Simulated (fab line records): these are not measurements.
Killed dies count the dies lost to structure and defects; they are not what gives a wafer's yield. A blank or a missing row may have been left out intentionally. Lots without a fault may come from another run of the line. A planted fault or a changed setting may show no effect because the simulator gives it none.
Shared-tool check :: flow rit_cmos :: Sampled: 14 lots, 42 wafers

## REASON IT WAS OPENED
2 of 14 lots carry a flag on the reading GATE_OXIDE_THK at RIT_GATE_THK_MEAS_07. Fault-free wafers read 2.98 nm, with a standard deviation of 0.058.
Rule: a lot gets a flag if all its wafers with a number sit over 4 standard deviations from that mean, or if no wafer of it has a number. The rest of the lots are taken to be sound.

lot: L785
measured: day 2 21:08
on: film_metro-04
GATE_OXIDE_THK (nm), wafer by wafer: 2.92 2.97 2.90
flag: 

lot: L786
measured: day 3 06:59
on: film_metro-02
GATE_OXIDE_THK (nm), wafer by wafer: 2.91 2.95 3.00
flag: 

lot: L788
measured: day 3 12:29
on: film_metro-01
GATE_OXIDE_THK (nm), wafer by wafer: 2.85 2.94 2.97
flag: 

lot: L789
measured: day 3 15:34
on: film_metro-04
GATE_OXIDE_THK (nm), wafer by wafer: 3.04 3.04 3.07
flag: 

lot: L790
measured: day 4 00:30
on: film_metro-02
GATE_OXIDE_THK (nm), wafer by wafer: 2.89 3.01 2.93
flag: 

lot: L792
measured: day 4 07:30
on: film_metro-01
GATE_OXIDE_THK (nm), wafer by wafer: 2.96 2.90 2.93
flag: 

lot: L794
measured: day 4 11:44
on: film_metro-02
GATE_OXIDE_THK (nm), wafer by wafer: 2.94 3.00 2.98
flag: 

lot: L796
measured: day 4 21:15
on: film_metro-02
GATE_OXIDE_THK (nm), wafer by wafer: 3.03 3.02 2.94
flag: 

lot: L797
measured: day 5 01:20
on: film_metro-02
GATE_OXIDE_THK (nm), wafer by wafer: 2.92 3.04 3.03
flag: 

lot: L798
measured: day 5 03:57
on: film_metro-04
GATE_OXIDE_THK (nm), wafer by wafer: 2.63 2.70 2.73
flag: FLAGGED

lot: L800
measured: day 5 14:39
on: film_metro-04
GATE_OXIDE_THK (nm), wafer by wafer: 2.70 2.74 2.74
flag: FLAGGED

lot: L804
measured: day 6 09:47
on: film_metro-02
GATE_OXIDE_THK (nm), wafer by wafer: 3.01 3.01 2.96
flag: 

lot: L805
measured: day 6 16:26
on: film_metro-01
GATE_OXIDE_THK (nm), wafer by wafer: 2.95 2.95 2.99
flag: 

lot: L808
measured: day 7 09:17
on: film_metro-01
GATE_OXIDE_THK (nm), wafer by wafer: 3.00 3.08 3.02
flag: 
The mean of the flagged lots' numbers is 2.71 nm, -0.27 nm from the usual (-5 standard deviations).

## WHICH TOOL EACH LOT WENT THROUGH
The record keeps 1 process step preceding the reading, out of 202 steps on the route. Cell contents, in order: the tool; ch with the chambers the sampled wafers went through; the start.
lot: L785
flag: 
RIT_GATE_OXIDATION_05: furnace-04 ch 0, day 2 17:52

lot: L786
flag: 
RIT_GATE_OXIDATION_05: furnace-04 ch 0, day 3 02:12

lot: L788
flag: 
RIT_GATE_OXIDATION_05: furnace-02 ch 0, day 3 06:59

lot: L789
flag: 
RIT_GATE_OXIDATION_05: furnace-04 ch 0, day 3 14:14

lot: L790
flag: 
RIT_GATE_OXIDATION_05: furnace-02 ch 0, day 3 22:41

lot: L792
flag: 
RIT_GATE_OXIDATION_05: furnace-01 ch 0, day 4 05:40

lot: L794
flag: 
RIT_GATE_OXIDATION_05: furnace-04 ch 0, day 4 10:08

lot: L796
flag: 
RIT_GATE_OXIDATION_05: furnace-04 ch 0, day 4 19:55

lot: L797
flag: 
RIT_GATE_OXIDATION_05: furnace-01 ch 0, day 4 23:49

lot: L798
flag: FLAGGED
RIT_GATE_OXIDATION_05: furnace-04 ch 0, day 5 02:19

lot: L800
flag: FLAGGED
RIT_GATE_OXIDATION_05: furnace-04 ch 0, day 5 13:19

lot: L804
flag: 
RIT_GATE_OXIDATION_05: furnace-02 ch 0, day 6 08:28

lot: L805
flag: 
RIT_GATE_OXIDATION_05: furnace-02 ch 0, day 6 12:33

lot: L808
flag: 
RIT_GATE_OXIDATION_05: furnace-01 ch 0, day 7 07:58
What these steps do:
- RIT_GATE_OXIDATION_05: target thk 3 nm, ox time 270 s.
- RIT_GATE_THK_MEAS_07

## FLAGGED OVER TOTAL, TOOL BY TOOL (the gauges that took the reading come last)
step: RIT_GATE_OXIDATION_05
tool: furnace-01
lots run: 3
flagged: 0
share of the flagged lots: none
sound lots run after its first flagged lot: -

step: RIT_GATE_OXIDATION_05
tool: furnace-02
lots run: 4
flagged: 0
share of the flagged lots: none
sound lots run after its first flagged lot: -

step: RIT_GATE_OXIDATION_05
tool: furnace-04
lots run: 7
flagged: 2
share of the flagged lots: all
sound lots run after its first flagged lot: 0

step: RIT_GATE_THK_MEAS_07
tool: film_metro-01
lots run: 4
flagged: 0
share of the flagged lots: none
sound lots run after its first flagged lot: -

step: RIT_GATE_THK_MEAS_07
tool: film_metro-02
lots run: 6
flagged: 0
share of the flagged lots: none
sound lots run after its first flagged lot: -

step: RIT_GATE_THK_MEAS_07
tool: film_metro-04
lots run: 4
flagged: 2
share of the flagged lots: all
sound lots run after its first flagged lot: 0

## WHAT IS ALLOWED BY THE TABLE
In 2 table rows, all flagged lots were run: furnace-04 (RIT_GATE_OXIDATION_05), film_metro-04 (RIT_GATE_THK_MEAS_07).
- furnace-04 at RIT_GATE_OXIDATION_05: 2 of its 7 lots flagged. Its last sound lot is L796 (day 4 19:55), its first flagged lot L798 (day 5 02:19): a fault that began between those two fits.
- film_metro-04 at RIT_GATE_THK_MEAS_07: 2 of its 4 lots flagged. Its last sound lot is L789 (day 3 15:34), its first flagged lot L798 (day 5 03:57): a fault that began between those two fits.
These 2 tools cannot be told apart by counting lots, since each of them fits a fault that started at some hour. More lots, or a look at what each step does to the wafer, might.

## WHAT THE SIMULATOR PUT IN
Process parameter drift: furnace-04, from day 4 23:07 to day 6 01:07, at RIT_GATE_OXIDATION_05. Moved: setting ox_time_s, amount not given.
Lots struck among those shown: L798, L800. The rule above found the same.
